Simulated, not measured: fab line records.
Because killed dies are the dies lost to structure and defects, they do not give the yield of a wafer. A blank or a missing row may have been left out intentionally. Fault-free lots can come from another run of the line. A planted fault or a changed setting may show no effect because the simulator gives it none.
A lot that was struck, set against a sound lot | flow berkeley-cmos170 | 21 out of 331 route steps
Sound: these wafers, L908.1, L908.3, L908.5. The struck wafers were L914.1, L914.2, L914.3. Last of all comes the cause.
Order at every step that has rows: each side's tool, ch and its chambers, its first start. Under that, the readings that differ: sound wafers | struck wafers | difference of the means | sigmas: that difference in standard deviations of wafers without a fault.
alike: a reading whose means differ by less than 2 such deviations, as well as words and numbers matching on both sides. not compared: withheld readings; readings where some wafer has no value; bounds like >300 that might hide an equal value; numbers whose values overlap and for which the record gives no deviation.
Wherever a step has rows on one side only, a row that says differs or no value, or a row with sigmas, the two part there. Numbers that have no deviation but don't overlap get no sigmas and don't part them. Lack of a reading on every wafer of one side parts them only where that side has two or more wafers.

first, 5 steps without rows for these wafers: UCB170_NWELL_WET_ETCH_18 (etches Si3N4 in H3PO4, time 14400 s); UCB170_NWELL_WET_ETCH_19 (etches SiO2 in BOE, time 22 s); UCB170_PWELL_CLEAN_00 (cleans in SPM, time 600 s); UCB170_PWELL_CLEAN_01 (cleans in dHF, time 60 s); UCB170_PWELL_OXIDATION_02 (target thk 26.4 nm, ox time 1260 s).
UCB170_PWELL_THK_MEAS_03:
  sound on film-metro-03 at day 4 05:21; struck on film-metro-01 at day 5 13:52
  alike: PWELL_OXIDE_THK
then, 2 steps without rows for these wafers: UCB170_PWELL_ANNEAL_04 (time 900 s); UCB170_PWELL_CVD_05 (deposits Si3N4 from SiH2Cl2/NH3, target thk 220 nm, time 3300 s).
UCB170_PWELL_THK_MEAS_06:
  sound on film-metro-03 at day 4 13:56; struck on film-metro-03 at day 5 19:58
  reading                | sound             | struck            | difference | sigmas
  PWELL_NITRIDE_THK (nm) | 221.7 219.8 219.6 | 224.8 224.5 222.5 | +3.6       | +2
then, 3 steps without rows for these wafers: UCB170_PWELL_HMDS_07 (prime time 60 s); UCB170_PWELL_COAT_08 (resist thk 900 nm); UCB170_PWELL_SOFTBAKE_09 (time 60 s).
UCB170_PWELL_EXPOSE_10: exposes mask PWELL, target cd 3000 nm.
  sound on krf-scanner-02 ch 0, day 4 15:05; struck on krf-scanner-02 ch 0, day 5 21:34
  reading | sound                   | struck                  | difference | sigmas
  mask    | PWELL#0 PWELL#0 PWELL#0 | NWELL#0 NWELL#0 NWELL#0 | differs    |
then, 2 steps without rows for these wafers: UCB170_PWELL_PEB_11; UCB170_PWELL_DEVELOP_12 (develop time 45 s).
UCB170_PWELL_OVL_MEAS_13:
  sound on overlay-01 at day 4 16:21; struck on overlay-01 at day 5 22:44
  reading        | sound  | struck | difference                    | sigmas
  PWELL_OVL (nm) | 10 8 5 | - - -  | no value on the struck wafers |
UCB170_PWELL_ETCH_14: etches Si3N4 in CH3F/Ar/O2, stops on SiO2, target depth 242 nm, time 151 s.
  sound on rie-diel-04 ch 1,3, day 4 16:23; struck on rie-diel-02 ch 0,1,3, day 5 22:46
  alike: drypump-motor-current-A, oes-product-au, throttle-valve-pct
  not compared: rf-hours-counter-h
then, 1 step without rows for these wafers: UCB170_PWELL_IMPLANT_15.
UCB170_PWELL_STRIP_16: strips in O2.
  sound on plasma-asher-01 ch 0,1, day 4 16:38; struck on plasma-asher-04 ch 0,1, day 5 23:01
  alike: drypump-motor-current-A, oes-product-au, strip-time-to-endpoint-s
  not compared: rf-hours-counter-h
UCB170_PWELL_TW_MEAS_17:
  sound on film-metro-04 at day 4 16:44; struck on film-metro-04 at day 5 23:07
  reading  | sound       | struck   | difference | sigmas
  PWELL_TW | 380 378 379 | 30 30 30 | -349       | -97
then, 1 step without rows for these wafers: UCB170_PWELL_CLEAN_18 (cleans in SPM, time 600 s).

## WHERE THEY PART
Last at UCB170_PWELL_TW_MEAS_17 as far as this record goes, first at UCB170_PWELL_THK_MEAS_06.

WHY: what had been put in by the simulator
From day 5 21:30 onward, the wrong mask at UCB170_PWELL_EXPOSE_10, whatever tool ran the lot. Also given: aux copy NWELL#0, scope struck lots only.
